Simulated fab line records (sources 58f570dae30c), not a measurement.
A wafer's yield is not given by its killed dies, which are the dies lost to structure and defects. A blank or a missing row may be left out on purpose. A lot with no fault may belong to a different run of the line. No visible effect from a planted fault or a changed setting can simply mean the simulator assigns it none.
fab line records    flow berkeley_cmos170    part 1 of 2: steps 1 to 31 of 43
[record] lots = 5  wafers = 15  last_day = 11
route steps=331 shown V1@259 M2@271 V2@292
lots that met no fault: from a run of the same line without faults
start_h: the number of hours between the record's first day and the start of the first shown wafer of the lot    wait_h: time in hours since the lot's previous step    " identical to the entry in the row above    L1.1+2: a row that stands for several wafers    - either no value or no given start    * or withheld: withheld    < > ~ a bound
route shown NAME@n: NAME is a module with steps in the file, n the number in the route of the first one    usual: mean/standard deviation taken from wafers without a fault    same: alike in all rows    chamber/n: place in a boat    sites: the reading at each site    _std_site: the standard deviation of these    _edge_site: outer sites' mean less inner sites'    radius_mm: how far each site lies from the wafer's centre    mask NAME#n: copy n    behind: the tool/chamber that last shaped the wafer    hold: the reason the lot was held/the length of the hold in hours/how it ended    device: which transistor (n, p or np) failed to switch    end of line: the same wafers' tests at the end of the route    a step given without rows: its recipe and nothing more    killed: not the wafer's yield, but the dies lost to structure and defects at the first sort    map: shows each die of a wafer: x if killed, . if not, _ if none is there
set.NAME: the setting as run; set.NAME@STEP: as run at that earlier step    model.NAME: the simulator's own value behind a step, which no gauge read
certain route steps with their lots: each step a table, each wafer a row
services: the hour from which a tool's chamber was out of use, counted from the record's first day as start_h (under 0 if before that day), plus the number of hours and why
[[steps]]
[step UCB170_V1_CLEAN_05]
[recipe] chemistry = DIW
lot.wafer   tool          chamber  start_h  wait_h
L074.3+4+6  wet_bench-02  0        177.79   0.1
L079.3+4+6  wet_bench-04  3        193.95   0.0
L080.2+4+6  wet_bench-02  3        200.90   0.4
L087.2+5+6  wet_bench-04  3        224.88   0.2
L088.1+4+6  wet_bench-01  3        241.99   0.1
[step UCB170_V1_HMDS_06]
[recipe] prime_time_s = 60  prime_temp_c = 100
lot.wafer   tool            chamber  start_h  wait_h
L074.3+4+6  litho_track-04  0        178.60   0.6
L079.3+4+6  litho_track-04  0        194.54   0.4
L080.2+4+6  litho_track-03  0        201.35   0.3
L087.2+5+6  litho_track-01  0        225.18   0.1
L088.1+4+6  litho_track-03  0        242.17   0.0
[step UCB170_V1_COAT_07]
[recipe] resist = KrF  spin_rpm = 1500  resist_thk_nm = 900
lot.wafer   tool            chamber  start_h  wait_h
L074.3+4+6  litho_track-04  0        178.75   0.1
L079.3+4+6  litho_track-04  0        194.69   0.1
L080.2+4+6  litho_track-03  0        201.50   0.1
L087.2+5+6  litho_track-01  0        225.33   0.1
L088.1+4+6  litho_track-03  0        242.32   0.1
[step UCB170_V1_SOFTBAKE_08]
[recipe] resist = KrF  temp_c = 130  time_s = 60
lot.wafer   tool            chamber  start_h  wait_h
L074.3+4+6  litho_track-04  0        178.90   0.1
L079.3+4+6  litho_track-04  0        194.84   0.1
L080.2+4+6  litho_track-03  0        201.65   0.1
L087.2+5+6  litho_track-01  0        225.48   0.1
L088.1+4+6  litho_track-03  0        242.47   0.1
[step UCB170_V1_EXPOSE_09]
[recipe] mask_id = VIA1  target_cd_nm = 700  na = 0.5  sigma_outer = 0.6  source_shape = conventional  dose_mj = 37
[same] sigma_outer = 0.6
lot.wafer   tool            chamber  start_h  wait_h  mask
L074.3+4+6  krf_scanner-02  0        179.04   0.1     VIA1#0
L079.3+4+6  krf_scanner-01  0        195.10   0.2     VIA1#0
L080.2+4+6  krf_scanner-02  0        201.79   0.1     VIA1#0
L087.2+5+6  krf_scanner-02  0        225.75   0.2     VIA1#0
L088.1+4+6  krf_scanner-01  0        242.74   0.2     VIA1#0
[step UCB170_V1_PEB_10]
[recipe] peb_temp_c = 130  peb_time_s = withheld  resist = KrF
lot.wafer   tool            chamber  start_h  wait_h
L074.3+4+6  litho_track-04  0        179.78   0.7
L079.3+4+6  litho_track-03  0        195.65   0.5
L080.2+4+6  litho_track-01  0        202.35   0.5
L087.2+5+6  litho_track-03  0        226.16   0.4
L088.1+4+6  litho_track-04  0        242.86   0.1
[step UCB170_V1_DEVELOP_11]
[recipe] developer = TMAH  develop_time_s = 45  resist = KrF  dev_temp_c = 21
lot.wafer   tool            chamber  start_h  wait_h
L074.3+4+6  litho_track-04  0        -        -
L079.3+4+6  litho_track-03  0        -        -
L080.2+4+6  litho_track-01  0        -        -
L087.2+5+6  litho_track-03  0        -        -
L088.1+4+6  litho_track-04  0        -        -
[step UCB170_V1_CD_MEAS_12]
[recipe] target_cd_nm = 700
[usual] cd_nm = 700.2/1.4
lot.wafer  tool       chamber  start_h  wait_h  cd_nm
L074.3     cd_sem-01  -        180.04   -       698.7
L074.4     "          -        "        "       697.6
L074.6     "          -        "        "       697.4
L079.3     cd_sem-01  -        195.91   -       702.0
L079.4     "          -        "        "       703.4
L079.6     "          -        "        "       703.2
L080.2     cd_sem-01  -        202.62   -       698.6
L080.4     "          -        "        "       697.5
L080.6     "          -        "        "       697.8
L087.2     cd_sem-02  -        226.43   -       700.5
L087.5     "          -        "        "       700.7
L087.6     "          -        "        "       701.3
L088.1     cd_sem-01  -        243.14   -       702.3
L088.4     "          -        "        "       700.5
L088.6     "          -        "        "       700.7
[step UCB170_V1_OVL_MEAS_13]
[usual] V1_OVL = -2/4.7
lot.wafer  tool        chamber  start_h  wait_h  V1_OVL[nm]
L074.3     overlay-02  -        180.13   0.1     -3
L074.4     "           -        "        "       -7
L074.6     "           -        "        "       -6
L079.3     overlay-01  -        196.01   0.1     -9
L079.4     "           -        "        "       -12
L079.6     "           -        "        "       -17
L080.2     overlay-02  -        202.72   0.1     1
L080.4     "           -        "        "       -4
L080.6     "           -        "        "       -1
L087.2     overlay-01  -        226.54   0.1     -7
L087.5     "           -        "        "       0
L087.6     "           -        "        "       -1
L088.1     overlay-01  -        243.26   0.1     -4
L088.4     "           -        "        "       -7
L088.6     "           -        "        "       -5
[step UCB170_V1_ETCH_14]
[recipe] chemistry = CHF3/CF4/Ar  target = SiO2  stop_on = Al  CHF3_flow_sccm = 45  cf4_flow_sccm = 15  Ar_flow_sccm = 150  pressure_mtorr = 200  rf_w = 700  target_depth_a = 12500  over_etch_frac = 0.25  time_s = 291
[usual] cf4_flow_sccm = 15.00/0.042  drypump_motor_current_A = 5.7/0.32  oes_product_au = 0.877/0.011  throttle_valve_pct = 6.96/0.14
lot.wafer  tool         chamber  start_h  wait_h  cf4_flow_sccm  drypump_motor_current_A  oes_product_au  rf_hours_counter_h  throttle_valve_pct
L074.3     rie_diel-02  0        180.16   0.0     15.02          5.2                      0.884           81                  6.90
L074.4     "            3        "        "       15.05          5.4                      0.889           4                   7.14
L074.6     "            3        "        "       15.09          5.4                      0.902           -                   7.14
L079.3     rie_diel-01  0        196.03   0.0     15.01          6.0                      0.866           111                 6.95
L079.4     "            3        "        "       15.00          5.4                      0.883           19                  6.95
L079.6     "            2        "        "       15.04          5.8                      0.872           -                   7.06
L080.2     rie_diel-02  1        202.75   0.0     14.96          5.8                      0.870           102                 6.72
L080.4     "            0        "        "       15.01          5.2                      0.890           83                  6.92
L080.6     "            1        "        "       14.90          5.8                      0.879           -                   6.73
L087.2     rie_diel-01  3        226.57   0.0     14.96          5.4                      0.882           21                  6.95
L087.5     "            1        "        "       15.02          5.8                      0.859           -                   7.10
L087.6     "            3        "        "       15.01          5.4                      0.878           -                   6.95
L088.1     rie_diel-02  0        243.29   0.0     14.97          5.2                      0.887           84                  6.91
L088.4     "            1        "        "       14.98          5.8                      0.870           103                 6.72
L088.6     "            2        "        "       15.03          5.6                      0.874           -                   6.87
[step UCB170_V1_STRIP_15]
[recipe] chemistry = O2  power_w = 400  pressure_mtorr = 3500  platen_temp_c = withheld  o2_flow_sccm = 400  overash_fraction = 0.5
[usual] drypump_motor_current_A = 5.6/0.36  oes_product_au = 0.722/0.0043  strip_time_to_endpoint_s = 15.33/0.14
[same] overash_fraction = 0.5
lot.wafer  tool             chamber  start_h  wait_h  drypump_motor_current_A  oes_product_au  rf_hours_counter_h  strip_time_to_endpoint_s
L074.3     plasma_asher-04  0        180.37   0.1     5.7                      0.718           -                   15.40
L074.4     "                1        "        "       5.3                      0.727           -                   15.61
L074.6     "                1        "        "       5.4                      0.713           -                   15.58
L079.3     plasma_asher-01  1        196.31   0.2     5.5                      0.719           -                   15.54
L079.4     "                0        "        "       4.8                      0.720           -                   15.10
L079.6     "                0        "        "       4.9                      0.725           -                   15.42
L080.2     plasma_asher-04  0        202.93   0.1     5.8                      0.721           49                  15.28
L080.4     "                0        "        "       5.8                      0.717           -                   15.22
L080.6     "                1        "        "       5.3                      0.718           -                   15.30
L087.2     plasma_asher-02  0        226.75   0.1     5.7                      0.731           40                  15.10
L087.5     "                1        "        "       6.1                      0.720           -                   15.40
L087.6     "                0        "        "       5.7                      0.716           -                   15.11
L088.1     plasma_asher-02  0        243.47   0.1     5.7                      0.721           42                  15.39
L088.4     "                1        "        "       6.2                      0.722           -                   15.38
L088.6     "                0        "        "       5.7                      0.724           -                   15.24
[step UCB170_V1_CD_MEAS_90]
[recipe] target_cd_nm = 700
[usual] cd_nm = 700.6/1.8
lot.wafer  tool       chamber  start_h  wait_h  cd_nm
L074.3     cd_sem-01  -        180.48   0.1     698.6
L074.4     "          -        "        "       698.1
L074.6     "          -        "        "       698.1
L079.3     cd_sem-01  -        196.42   0.1     702.1
L079.4     "          -        "        "       704.8
L079.6     "          -        "        "       702.8
L080.2     cd_sem-01  -        203.05   0.1     699.0
L080.4     "          -        "        "       696.3
L080.6     "          -        "        "       698.3
L087.2     cd_sem-02  -        226.88   0.1     701.0
L087.5     "          -        "        "       701.0
L087.6     "          -        "        "       702.6
L088.1     cd_sem-02  -        243.57   0.1     702.1
L088.4     "          -        "        "       701.7
L088.6     "          -        "        "       700.8
[step UCB170_M2_PRE_CLEAN_00]
[recipe] gas = Ar  preclean_etch_time_s = 60
lot.wafer   tool            chamber  start_h  wait_h
L074.3+4+6  pvd_sputter-04  -        180.56   0.1
L079.3+4+6  pvd_sputter-01  -        196.50   0.1
L080.2+4+6  pvd_sputter-02  -        203.15   0.1
L087.2+5+6  pvd_sputter-02  -        226.98   0.1
L088.1+4+6  pvd_sputter-01  -        243.69   0.1
[step UCB170_M2_SPUTTER_01]
[recipe] material = Al  target_thk_nm = 900  time_s = 120  power_w = 6000  chamber_pressure_pa = 0.5
[usual] throttle_valve_pct = 30.2/1
lot.wafer  tool            chamber  start_h  wait_h  throttle_valve_pct
L074.3     pvd_sputter-04  -        180.62   0.0     30.1
L074.4     "               -        "        "       28.3
L074.6     "               -        "        "       31.2
L079.3     pvd_sputter-01  -        196.56   0.0     29.8
L079.4     "               -        "        "       30.1
L079.6     "               -        "        "       30.3
L080.2     pvd_sputter-02  -        203.22   0.0     28.6
L080.4     "               -        "        "       30.9
L080.6     "               -        "        "       30.9
L087.2     pvd_sputter-02  -        227.05   0.0     30.7
L087.5     "               -        "        "       30.7
L087.6     "               -        "        "       28.7
L088.1     pvd_sputter-01  -        243.76   0.0     30.1
L088.4     "               -        "        "       30.3
L088.6     "               -        "        "       29.4
[step UCB170_M2_RS_MEAS_02]
[recipe] thk_meas_gauge = four-point-probe  reads = Al_of_M2_SPUTTER_01
[usual] M2_AL_RS = 0.0320/0.0004
lot.wafer  tool           chamber  start_h  wait_h  M2_AL_RS[ohm/sq]
L074.3     film_metro-03  -        180.75   0.1     0.0322
L074.4     "              -        "        "       0.0316
L074.6     "              -        "        "       0.0322
L079.3     film_metro-02  -        196.69   0.1     0.0322
L079.4     "              -        "        "       0.0322
L079.6     "              -        "        "       0.0323
L080.2     film_metro-02  -        203.32   0.1     0.0316
L080.4     "              -        "        "       0.0320
L080.6     "              -        "        "       0.0322
L087.2     film_metro-02  -        227.15   0.1     0.0321
L087.5     "              -        "        "       0.0322
L087.6     "              -        "        "       0.0319
L088.1     film_metro-04  -        243.84   0.0     0.0312
L088.4     "              -        "        "       0.0310
L088.6     "              -        "        "       0.0320
[step UCB170_M2_THK_MEAS_03]
[recipe] thk_meas_gauge = xrf  reads = Al_of_M2_SPUTTER_01
[usual] M2_AL_THK = 891/12
lot.wafer  tool           chamber  start_h  wait_h  M2_AL_THK[nm]
L074.3     film_metro-03  -        180.85   0.1     890
L074.4     "              -        "        "       906
L074.6     "              -        "        "       887
L079.3     film_metro-02  -        196.79   0.1     890
L079.4     "              -        "        "       886
L079.6     "              -        "        "       880
L080.2     film_metro-02  -        203.43   0.1     903
L080.4     "              -        "        "       894
L080.6     "              -        "        "       885
L087.2     film_metro-02  -        227.26   0.1     900
L087.5     "              -        "        "       897
L087.6     "              -        "        "       902
L088.1     film_metro-04  -        243.96   0.1     914
L088.4     "              -        "        "       927
L088.6     "              -        "        "       901
[step UCB170_M2_HMDS_04]
[recipe] prime_time_s = 60  prime_temp_c = 100
lot.wafer   tool            chamber  start_h  wait_h
L074.3+4+6  litho_track-01  0        180.94   0.1
L079.3+4+6  litho_track-02  0        197.04   0.2
L080.2+4+6  litho_track-04  0        203.51   0.1
L087.2+5+6  litho_track-02  0        227.34   0.1
L088.1+4+6  litho_track-04  0        244.02   0.1
[step UCB170_M2_COAT_05]
[recipe] resist = KrF  spin_rpm = 1500  resist_thk_nm = 900
lot.wafer   tool            chamber  start_h  wait_h
L074.3+4+6  litho_track-01  0        181.09   0.1
L079.3+4+6  litho_track-02  0        197.19   0.1
L080.2+4+6  litho_track-04  0        203.66   0.1
L087.2+5+6  litho_track-02  0        227.49   0.1
L088.1+4+6  litho_track-04  0        244.17   0.1
[step UCB170_M2_SOFTBAKE_06]
[recipe] resist = KrF  temp_c = 130  time_s = 60
lot.wafer   tool            chamber  start_h  wait_h
L074.3+4+6  litho_track-01  0        181.24   0.1
L079.3+4+6  litho_track-02  0        197.34   0.1
L080.2+4+6  litho_track-04  0        203.81   0.1
L087.2+5+6  litho_track-02  0        227.64   0.1
L088.1+4+6  litho_track-04  0        244.32   0.1
[step UCB170_M2_STRIP_07]
[recipe] chemistry = O2  power_w = 400  pressure_mtorr = 3500  platen_temp_c = withheld  o2_flow_sccm = 400  overash_fraction = 0.5
[usual] drypump_motor_current_A = 5.5/0.3  oes_product_au = 0.735/0.0046  strip_time_to_endpoint_s = 21.96/0.055
[same] overash_fraction = 0.5
lot.wafer  tool             chamber  start_h  wait_h  drypump_motor_current_A  oes_product_au  rf_hours_counter_h  strip_time_to_endpoint_s
L074.3     plasma_asher-04  0        181.37   0.1     5.8                      0.732           -                   21.97
L074.4     "                1        "        "       5.3                      0.738           -                   21.89
L074.6     "                1        "        "       5.4                      0.742           -                   21.96
L079.3     plasma_asher-01  0        197.47   0.1     4.8                      0.736           -                   21.88
L079.4     "                1        "        "       5.5                      0.733           -                   21.90
L079.6     "                1        "        "       5.5                      0.734           -                   21.99
L080.2     plasma_asher-04  1        203.93   0.1     5.3                      0.736           49                  21.94
L080.4     "                0        "        "       5.7                      0.731           -                   21.87
L080.6     "                0        "        "       5.7                      0.739           -                   21.94
L087.2     plasma_asher-03  1        227.76   0.1     5.5                      0.736           15                  22.02
L087.5     "                1        "        "       5.5                      0.730           -                   21.99
L087.6     "                0        "        "       5.8                      0.740           -                   22.00
L088.1     plasma_asher-01  0        244.47   0.1     4.9                      0.729           55                  21.95
L088.4     "                0        "        "       4.9                      0.729           -                   21.97
L088.6     "                0        "        "       4.9                      0.741           -                   21.89
[step UCB170_M2_STRIP_08]
[recipe] chemistry = DMSO  temp_c = 80  time_s = 600  material = KrF
lot.wafer   tool          chamber  start_h  wait_h
L074.3+4+6  wet_bench-03  2        181.44   0.0
L079.3+4+6  wet_bench-03  0        197.54   0.0
L080.2+4+6  wet_bench-01  2        204.03   0.1
L087.2+5+6  wet_bench-01  3        227.86   0.1
L088.1+4+6  wet_bench-03  0        244.57   0.1
[step UCB170_M2_COAT_09]
[recipe] resist = BARC  temp_c = withheld  time_s = withheld  spin_rpm = 3000  resist_thk_nm = withheld
lot.wafer   tool            chamber  start_h  wait_h
L074.3+4+6  litho_track-02  0        181.92   0.3
L079.3+4+6  litho_track-04  0        197.94   0.2
L080.2+4+6  litho_track-02  0        204.63   0.4
L087.2+5+6  litho_track-01  0        228.51   0.5
L088.1+4+6  litho_track-01  0        244.75   0.0
[step UCB170_M2_COAT_10]
[recipe] resist = KrF  spin_rpm = 1500  resist_thk_nm = 900
lot.wafer   tool            chamber  start_h  wait_h
L074.3+4+6  litho_track-02  0        -        -
L079.3+4+6  litho_track-04  0        -        -
L080.2+4+6  litho_track-02  0        -        -
L087.2+5+6  litho_track-01  0        -        -
L088.1+4+6  litho_track-01  0        -        -
[step UCB170_M2_SOFTBAKE_11]
[recipe] resist = KrF  temp_c = 130  time_s = 60
lot.wafer   tool            chamber  start_h  wait_h
L074.3+4+6  litho_track-02  0        -        -
L079.3+4+6  litho_track-04  0        -        -
L080.2+4+6  litho_track-02  0        -        -
L087.2+5+6  litho_track-01  0        -        -
L088.1+4+6  litho_track-01  0        -        -
[step UCB170_M2_EXPOSE_12]
[recipe] mask_id = METAL2  target_cd_nm = 700  na = 0.5  sigma_outer = 0.6  source_shape = conventional  dose_mj = 26
[same] sigma_outer = 0.6
lot.wafer   tool            chamber  start_h  wait_h  mask
L074.3+4+6  krf_scanner-02  0        182.36   -       METAL2#0
L079.3+4+6  krf_scanner-01  0        198.38   -       METAL2#0
L080.2+4+6  krf_scanner-02  0        205.20   -       METAL2#0
L087.2+5+6  krf_scanner-01  0        228.96   -       METAL2#0
L088.1+4+6  krf_scanner-02  0        245.32   -       METAL2#0
[step UCB170_M2_PEB_13]
[recipe] peb_temp_c = 130  peb_time_s = withheld  resist = KrF
lot.wafer   tool            chamber  start_h  wait_h
L074.3+4+6  litho_track-01  0        182.49   0.1
L079.3+4+6  litho_track-02  0        198.51   0.1
L080.2+4+6  litho_track-01  0        205.72   0.5
L087.2+5+6  litho_track-02  0        229.14   0.2
L088.1+4+6  litho_track-01  0        245.44   0.1
[step UCB170_M2_DEVELOP_14]
[recipe] developer = TMAH  develop_time_s = 45  resist = KrF  dev_temp_c = 21
lot.wafer   tool            chamber  start_h  wait_h
L074.3+4+6  litho_track-01  0        -        -
L079.3+4+6  litho_track-02  0        -        -
L080.2+4+6  litho_track-01  0        -        -
L087.2+5+6  litho_track-02  0        -        -
L088.1+4+6  litho_track-01  0        -        -
[step UCB170_M2_CD_MEAS_15]
[recipe] target_cd_nm = 700
[usual] cd_nm = 700.2/1.4
lot.wafer  tool       chamber  start_h  wait_h  cd_nm
L074.3     cd_sem-01  -        182.76   -       700.3
L074.4     "          -        "        "       700.4
L074.6     "          -        "        "       700.4
L079.3     cd_sem-01  -        198.77   -       698.1
L079.4     "          -        "        "       698.8
L079.6     "          -        "        "       697.9
L080.2     cd_sem-02  -        205.99   -       698.5
L080.4     "          -        "        "       697.8
L080.6     "          -        "        "       697.8
L087.2     cd_sem-01  -        229.41   -       700.0
L087.5     "          -        "        "       699.1
L087.6     "          -        "        "       698.2
L088.1     cd_sem-01  -        245.71   -       699.0
L088.4     "          -        "        "       699.0
L088.6     "          -        "        "       700.2
[step UCB170_M2_OVL_MEAS_16]
[usual] M2_OVL = 2/6.4
lot.wafer  tool        chamber  start_h  wait_h  M2_OVL[nm]
L074.3     overlay-01  -        182.85   0.1     6
L074.4     "           -        "        "       6
L074.6     "           -        "        "       7
L079.3     overlay-01  -        198.86   0.1     -9
L079.4     "           -        "        "       -7
L079.6     "           -        "        "       -4
L080.2     overlay-02  -        206.10   0.1     3
L080.4     "           -        "        "       3
L080.6     "           -        "        "       9
L087.2     overlay-02  -        229.52   0.1     8
L087.5     "           -        "        "       17
L087.6     "           -        "        "       7
L088.1     overlay-02  -        245.83   0.1     0
L088.4     "           -        "        "       -6
L088.6     "           -        "        "       -1
[step UCB170_M2_ETCH_17]
[recipe] chemistry = N2/H2  target_depth_a = withheld  overetch_a = withheld  target = BARC  time_s = withheld  source_w = 500  bias_w = 100  pressure_mtorr = 30  n2_flow_sccm = 100  h2_flow_sccm = 200
[usual] bias_w = 100.0/0.32  drypump_motor_current_A = 5.9/0.33  oes_product_au = 0.999/0.024  throttle_valve_pct = 13.30/0.27
lot.wafer  tool         chamber  start_h  wait_h  bias_w  drypump_motor_current_A  oes_product_au  throttle_valve_pct
L074.3     rie_diel-03  3        182.87   0.0     99.8    5.8                      0.989           13.59
L074.4     "            3        "        "       100.2   5.8                      0.989           13.61
L074.6     "            1        "        "       100.2   5.7                      1.040           13.22
L079.3     rie_diel-04  1        198.89   0.0     99.8    5.8                      0.984           13.42
L079.4     "            3        "        "       100.4   5.7                      1.034           13.65
L079.6     "            0        "        "       100.1   5.9                      0.950           13.03
L080.2     rie_diel-04  3        206.13   0.0     99.9    5.6                      1.042           13.67
L080.4     "            0        "        "       100.1   5.9                      0.947           13.00
L080.6     "            0        "        "       99.8    5.9                      0.940           13.01
L087.2     rie_diel-03  2        229.55   0.0     100.1   6.3                      0.995           12.88
L087.5     "            1        "        "       99.5    5.7                      1.041           13.22
L087.6     "            2        "        "       100.0   6.2                      0.999           12.90
L088.1     rie_diel-03  2        245.87   0.0     99.4    6.2                      1.009           12.88
L088.4     "            3        "        "       100.0   5.8                      0.993           13.59
L088.6     "            3        "        "       99.8    5.9                      0.989           13.59
[step UCB170_M2_METAL_ETCH_18]
[recipe] chemistry = Cl2/BCl3  target = Al  stop_on = SiO2  pressure_mtorr = 12  target_depth_a = 11700  over_etch_frac = 0.3  time_s = 195  icp_w = 600  bias_w = 120  Cl2_flow_sccm = 90  bcl3_flow_sccm = 45
[usual] bcl3_flow_sccm = 44.99/0.13  bias_w = 120.0/0.34  drypump_motor_current_A = 6.1/0.37  oes_product_au = 0.857/0.013  throttle_valve_pct = 24.42/0.24
lot.wafer  tool          chamber  start_h  wait_h  bcl3_flow_sccm  bias_w  drypump_motor_current_A  oes_product_au  rf_hours_counter_h  throttle_valve_pct
L074.3     rie_metal-04  1        183.00   -       45.00           120.1   6.1                      0.861           -                   24.44
L074.4     "             0        "        "       45.05           119.8   6.7                      0.842           -                   24.25
L074.6     "             0        "        "       44.89           119.9   6.7                      0.836           -                   24.27
L079.3     rie_metal-02  0        198.99   -       45.03           120.5   5.8                      0.846           -                   24.83
L079.4     "             1        "        "       44.91           120.2   5.4                      0.877           -                   24.02
L079.6     "             0        "        "       45.15           120.4   5.8                      0.842           -                   24.85
L080.2     rie_metal-03  1        206.17   -       44.95           119.6   6.3                      0.860           0                   24.30
L080.4     "             0        "        "       45.01           120.1   5.9                      0.859           -                   24.60
L080.6     "             1        "        "       45.05           119.9   6.2                      0.855           -                   24.31
L087.2     rie_metal-04  0        229.59   -       45.01           119.9   6.7                      0.840           4                   24.26
L087.5     "             0        "        "       45.02           120.1   6.7                      0.839           -                   24.26
L087.6     "             1        "        "       45.04           119.9   6.1                      0.864           -                   24.41
L088.1     rie_metal-03  1        245.91   -       45.03           120.1   6.2                      0.873           2                   24.32
L088.4     "             0        "        "       45.17           120.0   5.9                      0.879           -                   24.62
L088.6     "             1        "        "       44.99           119.9   6.2                      0.858           -                   24.32
